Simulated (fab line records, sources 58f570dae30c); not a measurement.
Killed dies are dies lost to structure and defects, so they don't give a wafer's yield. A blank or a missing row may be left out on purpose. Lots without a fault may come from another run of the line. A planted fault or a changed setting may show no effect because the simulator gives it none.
Chamber matching | flow berkeley_cmos170 | UCB170_V1_CMP_02 on cmp-01: 4 sister chambers
The step polishes SiO2. 16 wafers are shown with their chamber, then 8 later ones without.

WAFERS WITH THEIR CHAMBER
wafer  | chamber | motor_current_A (A) | edge_zone_pressure_frac
L869.1 | 1       | 17.2                | 0.995
L869.4 | 0       | 14.5                | 1.001
L869.6 | 0       | 14.2                | 0.997
L874.1 | 0       | 14.7                | 1.004
L874.2 | 2       | 19.4                | 1.003
L874.6 | 1       | 16.3                | 0.996
L871.1 | 1       | 16.7                | 1.005
L871.2 | 0       | 15.8                | 1.005
L871.3 | 3       | 14.5                | 0.995
L878.2 | 0       | 14.9                | 1.000
L878.3 | 1       | 16.2                | 1.003
L878.6 | 3       | 14.5                | 1.002
L881.1 | 3       | 15.4                | 1.005
L881.2 | 2       | 18.4                | 1.005
L881.6 | 3       | 14.6                | 1.006
L888.2 | 0       | 14.7                | 1.005

SIGNATURES (means of the wafers above)
reading                 | chamber 0 | chamber 1 | chamber 2 | chamber 3 | scatter within a chamber
motor_current_A         | 14.800    | 16.600    | 18.900    | 14.750    | 0.514
edge_zone_pressure_frac | 1.00200   | 0.99975   | 1.00400   | 1.00200   | 0.00411
Rule: a wafer's distance from a chamber is the root of the sum, over the readings, of the square of ((its reading less the chamber's mean) divided by the reading's scatter). The wafer belongs to the nearest chamber; if the next one is less than 2 further off, it can't be placed. The scatter: the root of (the sum of the squares of (reading less its chamber's mean) over the shown wafers, divided by (wafers less chambers)).

WAFERS WITHOUT THEIR CHAMBER
wafer  | motor_current_A (A) | edge_zone_pressure_frac
L888.4 | 15.4                | 0.998
L888.5 | 16.8                | 0.994
L886.2 | 15.4                | 1.002
L886.3 | 18.8                | 0.999
L886.5 | 15.7                | 0.993
L892.1 | 16.0                | 1.002
L892.4 | 18.2                | 0.996
L892.5 | 17.6                | 1.005

WHICH CHAMBER EACH WENT THROUGH
wafer  | from the rows above          | in truth
L888.4 | can't be placed: 0 or 3 or 1 | 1
L888.5 | 1                            | 1
L886.2 | can't be placed: 0 or 3 or 1 | 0
L886.3 | 2                            | 2
L886.5 | can't be placed: 1 or 0 or 3 | 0
L892.1 | can't be placed: 1 or 0 or 3 | 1
L892.4 | can't be placed: 2 or 1      | 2
L892.5 | can't be placed: 1 or 2      | 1
Placed correctly: 2 of 8. Can't be placed from these rows: 6 (the true chamber is among the candidates in 6). Placed wrongly: 0.
